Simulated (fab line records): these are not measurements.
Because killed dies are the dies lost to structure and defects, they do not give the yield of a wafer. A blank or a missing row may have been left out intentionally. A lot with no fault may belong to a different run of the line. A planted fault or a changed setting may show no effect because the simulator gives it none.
fab line records ; flow ritCmos
record lots=14; wafers=42; lastDay=7
route steps=202 shown NWELL@36 M1@202
lots that met no fault: taken from a fault-free run of the same line
startH: start of the lot's first displayed wafer, in hours after the record's first day ; waitH: how many hours have passed since the lot's step before this one ; " repeats the value in the row above ; L1.1+2: a single row standing in for several wafers ; - either no value or no given start ; * or withheld: withheld ; < > ~ a bound
route shown NAME@n: a module of which the file shows steps, and the number in the route of the first ; usual: mean and standard deviation over wafers with no fault ; same: alike in all rows ; chamber/n: place in a boat ; sites: readings site by site ; _std_site: the values' standard deviation ; _edge_site: inner sites' mean taken away from outer sites' mean ; radiusMm: for every site, how far away it sits from the centre of the wafer ; mask NAME#n: copy n ; behind: the most recent tool/chamber to have shaped the wafer ; hold: the reason the lot was held/the length of the hold in hours/how it ended ; device: transistor that didn't switch, given as n, p or np ; end of line: at the end of the route, the tests of the same wafers ; a step with no rows: only its recipe ; killed: not the wafer's yield, but the dies lost to structure and defects at the first sort ; map: dies across one wafer; x = killed, . = not, _ = none there
set.NAME: setting as actually run; set.NAME@STEP: the setting as run at that earlier step ; model.NAME: the simulator's own value behind a step, which no gauge read
steps of the route over a sample of lots; a table a step, a row a wafer
services: the hour from which a tool's chamber was out of use, counted from the record's first day as startH (under 0 if before that day), plus the number of hours and why
## steps
# step RIT_NWELL_IMPLANT_08
# recipe species=P; energyKev=170; doseCm2=5e+13; tiltDeg=7
# usual beamEnergyKeV=170.01/0.044; beamOnS=10.01/0.2; tiltDeg=7.002/0.02
lot.wafer;tool;chamber;startH;waitH;beamEnergyKeV;beamOnS;tiltDeg
L855.4;implanter-01;0;26.27;0.2;170.00;10.01;7.001
L855.5;implanter-01;0;26.27;0.2;169.98;10.17;6.991
L855.6;implanter-01;0;26.27;0.2;169.99;9.83;7.004
L857.1;implanter-04;0;33.49;0.2;169.96;10.20;6.984
L857.5;implanter-04;0;33.49;0.2;170.06;10.02;6.941
L857.6;implanter-04;0;33.49;0.2;169.97;9.97;6.963
L860.1;implanter-01;0;48.83;0.2;169.98;9.59;6.980
L860.4;implanter-01;0;48.83;0.2;169.96;10.13;6.994
L860.6;implanter-01;0;48.83;0.2;169.95;10.28;7.013
L863.1;implanter-01;0;62.77;0.2;170.05;9.62;6.996
L863.4;implanter-01;0;62.77;0.2;170.09;9.98;7.005
L863.6;implanter-01;0;62.77;0.2;170.03;10.04;6.983
L864.3;implanter-04;0;68.37;0.2;170.01;10.34;7.040
L864.5;implanter-04;0;68.37;0.2;169.98;10.07;7.032
L864.6;implanter-04;0;68.37;0.2;170.00;10.37;7.015
L865.1;implanter-04;0;77.21;0.2;170.04;10.23;6.985
L865.2;implanter-04;0;77.21;0.2;170.06;10.24;7.020
L865.4;implanter-04;0;77.21;0.2;170.08;10.17;6.985
L866.1;implanter-04;0;81.34;0.2;170.04;10.20;6.997
L866.2;implanter-04;0;81.34;0.2;169.99;10.05;6.970
L866.5;implanter-04;0;81.34;0.2;169.96;9.83;6.974
L868.2;implanter-01;0;91.54;0.2;169.98;9.70;7.020
L868.3;implanter-01;0;91.54;0.2;169.96;10.00;7.021
L868.5;implanter-01;0;91.54;0.2;169.98;9.82;7.046
L872.2;implanter-02;0;108.67;0.2;169.95;9.84;6.998
L872.3;implanter-02;0;108.67;0.2;169.96;9.55;6.998
L872.5;implanter-02;0;108.67;0.2;170.06;10.37;6.989
L873.2;implanter-01;0;114.14;0.2;214.20;9.94;7.028
L873.3;implanter-01;0;114.14;0.2;214.14;9.88;7.024
L873.4;implanter-01;0;114.14;0.2;214.26;9.99;7.028
L874.1;implanter-01;0;118.97;0.2;214.22;10.12;6.979
L874.2;implanter-01;0;118.97;0.2;214.23;10.14;7.003
L874.4;implanter-01;0;118.97;0.2;214.18;9.84;6.996
L875.2;implanter-04;0;124.72;0.2;169.97;10.11;6.984
L875.4;implanter-04;0;124.72;0.2;169.98;10.03;6.992
L875.6;implanter-04;0;124.72;0.2;169.96;9.92;6.988
L876.1;implanter-02;0;128.71;0.2;169.99;9.90;7.014
L876.4;implanter-02;0;128.71;0.2;170.05;10.47;7.002
L876.6;implanter-02;0;128.71;0.2;169.94;10.04;7.005
L878.2;implanter-02;0;140.79;0.2;170.03;9.80;6.995
L878.3;implanter-02;0;140.79;0.2;169.98;10.02;6.977
L878.4;implanter-02;0;140.79;0.2;169.91;10.01;7.013
# step RIT_NWELL_TW_MEAS_10
# usual NWELL_TW=2154/14
lot.wafer;tool;chamber;startH;waitH;NWELL_TW
L855.4;filmMetro-03;-;26.55;0.1;2168
L855.5;filmMetro-03;-;26.55;0.1;2155
L855.6;filmMetro-03;-;26.55;0.1;2156
L857.1;filmMetro-01;-;33.81;0.1;2154
L857.5;filmMetro-01;-;33.81;0.1;2150
L857.6;filmMetro-01;-;33.81;0.1;2167
L860.1;filmMetro-01;-;49.19;0.2;2185
L860.4;filmMetro-01;-;49.19;0.2;2185
L860.6;filmMetro-01;-;49.19;0.2;2178
L863.1;filmMetro-01;-;63.10;0.1;2178
L863.4;filmMetro-01;-;63.10;0.1;2173
L863.6;filmMetro-01;-;63.10;0.1;2177
L864.3;filmMetro-01;-;68.66;0.1;2156
L864.5;filmMetro-01;-;68.66;0.1;2171
L864.6;filmMetro-01;-;68.66;0.1;2166
L865.1;filmMetro-02;-;77.54;0.1;2145
L865.2;filmMetro-02;-;77.54;0.1;2140
L865.4;filmMetro-02;-;77.54;0.1;2148
L866.1;filmMetro-02;-;81.67;0.1;2142
L866.2;filmMetro-02;-;81.67;0.1;2142
L866.5;filmMetro-02;-;81.67;0.1;2146
L868.2;filmMetro-01;-;91.85;0.1;2165
L868.3;filmMetro-01;-;91.85;0.1;2158
L868.5;filmMetro-01;-;91.85;0.1;2164
L872.2;filmMetro-02;-;108.98;0.1;2132
L872.3;filmMetro-02;-;108.98;0.1;2137
L872.5;filmMetro-02;-;108.98;0.1;2144
L873.2;filmMetro-01;-;114.45;0.1;2252
L873.3;filmMetro-01;-;114.45;0.1;2257
L873.4;filmMetro-01;-;114.45;0.1;2252
L874.1;filmMetro-02;-;119.29;0.1;2226
L874.2;filmMetro-02;-;119.29;0.1;2233
L874.4;filmMetro-02;-;119.29;0.1;2232
L875.2;filmMetro-01;-;125.03;0.1;2137
L875.4;filmMetro-01;-;125.03;0.1;2141
L875.6;filmMetro-01;-;125.03;0.1;2135
L876.1;filmMetro-01;-;129.03;0.1;2152
L876.4;filmMetro-01;-;129.03;0.1;2151
L876.6;filmMetro-01;-;129.03;0.1;2144
L878.2;filmMetro-02;-;141.10;0.1;2150
L878.3;filmMetro-02;-;141.10;0.1;2153
L878.4;filmMetro-02;-;141.10;0.1;2158
# step RIT_WELLDRIVE_RS_MEAS_01
# recipe thkMeasGauge=four-point-probe
# usual NWELL_RS=275.7/0.85
lot.wafer;tool;chamber;startH;waitH;NWELL_RS[ohm/sq]
L855.4;filmMetro-02;-;33.27;0.1;275.7
L855.5;filmMetro-02;-;33.27;0.1;276.6
L855.6;filmMetro-02;-;33.27;0.1;276.6
L857.1;filmMetro-01;-;43.75;0.0;274.7
L857.5;filmMetro-01;-;43.75;0.0;274.4
L857.6;filmMetro-01;-;43.75;0.0;275.4
L860.1;filmMetro-03;-;59.01;0.0;274.5
L860.4;filmMetro-03;-;59.01;0.0;275.1
L860.6;filmMetro-03;-;59.01;0.0;274.9
L863.1;filmMetro-02;-;70.71;0.0;276.9
L863.4;filmMetro-02;-;70.71;0.0;276.5
L863.6;filmMetro-02;-;70.71;0.0;276.3
L864.3;filmMetro-01;-;77.97;0.0;276.1
L864.5;filmMetro-01;-;77.97;0.0;276.9
L864.6;filmMetro-01;-;77.97;0.0;277.3
L865.1;filmMetro-03;-;84.33;0.0;276.4
L865.2;filmMetro-03;-;84.33;0.0;277.1
L865.4;filmMetro-03;-;84.33;0.0;276.5
L866.1;filmMetro-01;-;89.80;0.0;275.8
L866.2;filmMetro-01;-;89.80;0.0;275.6
L866.5;filmMetro-01;-;89.80;0.0;276.6
L868.2;filmMetro-02;-;99.60;0.0;273.9
L868.3;filmMetro-02;-;99.60;0.0;274.8
L868.5;filmMetro-02;-;99.60;0.0;275.1
L872.2;filmMetro-03;-;118.19;0.0;276.3
L872.3;filmMetro-03;-;118.19;0.0;276.7
L872.5;filmMetro-03;-;118.19;0.0;276.5
L873.2;filmMetro-03;-;122.16;0.0;272.3
L873.3;filmMetro-03;-;122.16;0.0;271.9
L873.4;filmMetro-03;-;122.16;0.0;271.9
L874.1;filmMetro-02;-;127.22;0.0;271.8
L874.2;filmMetro-02;-;127.22;0.0;271.5
L874.4;filmMetro-02;-;127.22;0.0;272.4
L875.2;filmMetro-02;-;132.32;0.0;277.4
L875.4;filmMetro-02;-;132.32;0.0;276.6
L875.6;filmMetro-02;-;132.32;0.0;277.2
L876.1;filmMetro-01;-;135.73;0.0;274.7
L876.4;filmMetro-01;-;135.73;0.0;275.1
L876.6;filmMetro-01;-;135.73;0.0;275.7
L878.2;filmMetro-03;-;147.95;0.0;274.7
L878.3;filmMetro-03;-;147.95;0.0;274.5
L878.4;filmMetro-03;-;147.95;0.0;274.7
# step RIT_M1_PROBE_99
# usual killed_at_M0_to_M3=0.0/0.12; killedAtContacts=0.0/0.22; killedAtFrontEnd=6.5/2.8; killedDies=6.5/2.8; killedOpen=3.2/1.8; killedShort=3.3/2
# same grossDies=264; killed_at_M4_up=0; killedAtBackSide=0; killedAtOther=0
lot.wafer;tool;chamber;startH;waitH;killed_at_M0_to_M3;killedAtContacts;killedAtFrontEnd;killedDies;killedOpen;killedShort
L868.5;prober-02;-;131.26;0.2;0;0;4;4;1;3
# killed by level:class
L868.5 FOX1:geometricParticle:short=2 GATE:geometricParticle:short=1 SILICIDE:geometricParticle:open=1
## services
tool;chamber;startH;hours;kind
implanter-04;-;3.97;9.6;repair
implanter-02;-;19.99;3.6;pm
implanter-02;-;36.59;2.3;repair
implanter-02;-;55.93;1.3;repair
implanter-01;-;78.59;2.9;repair
implanter-04;-;105.12;3.6;repair
implanter-04;-;125.82;2.4;pm
## key
firstSign step=RIT_NWELL_IMPLANT_08; reading=beamEnergyKeV; direction=up; sigmas=99+; usual=170.01; struck=214.21
effect step=RIT_NWELL_TW_MEAS_10; reading=NWELL_TW; direction=up; sigmas=6.5; usual=2154; struck=2242
effect step=RIT_WELLDRIVE_RS_MEAS_01; reading=NWELL_RS; direction=down; sigmas=4.5; usual=275.7; struck=272.0
metAt RIT_NWELL_IMPLANT_08
struckLots L873,L874
rowsEnd L873.2
testerLeftOut L873,L874
onsetBetween 91.54 114.14
fault kind=processParameterDrift; tool=implanter-01; chamber=-; onsetH=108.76; steps=RIT_NWELL_IMPLANT_08; channel=energyKev; offset=44.2; shape=step; endH=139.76; actsIn=theseRecipesOnly; stated=170
# testerLeftOut: of these lots the tester's yield and bins aren't shown, on N5 and GAA mostly nor the transistor test; their killed dies are dies lost to structure and defects alone, not to doping, threshold or leakage, so they don't give the yield
# rowsEnd: these wafers met a further fault down the route, and their rows from its step on are left out
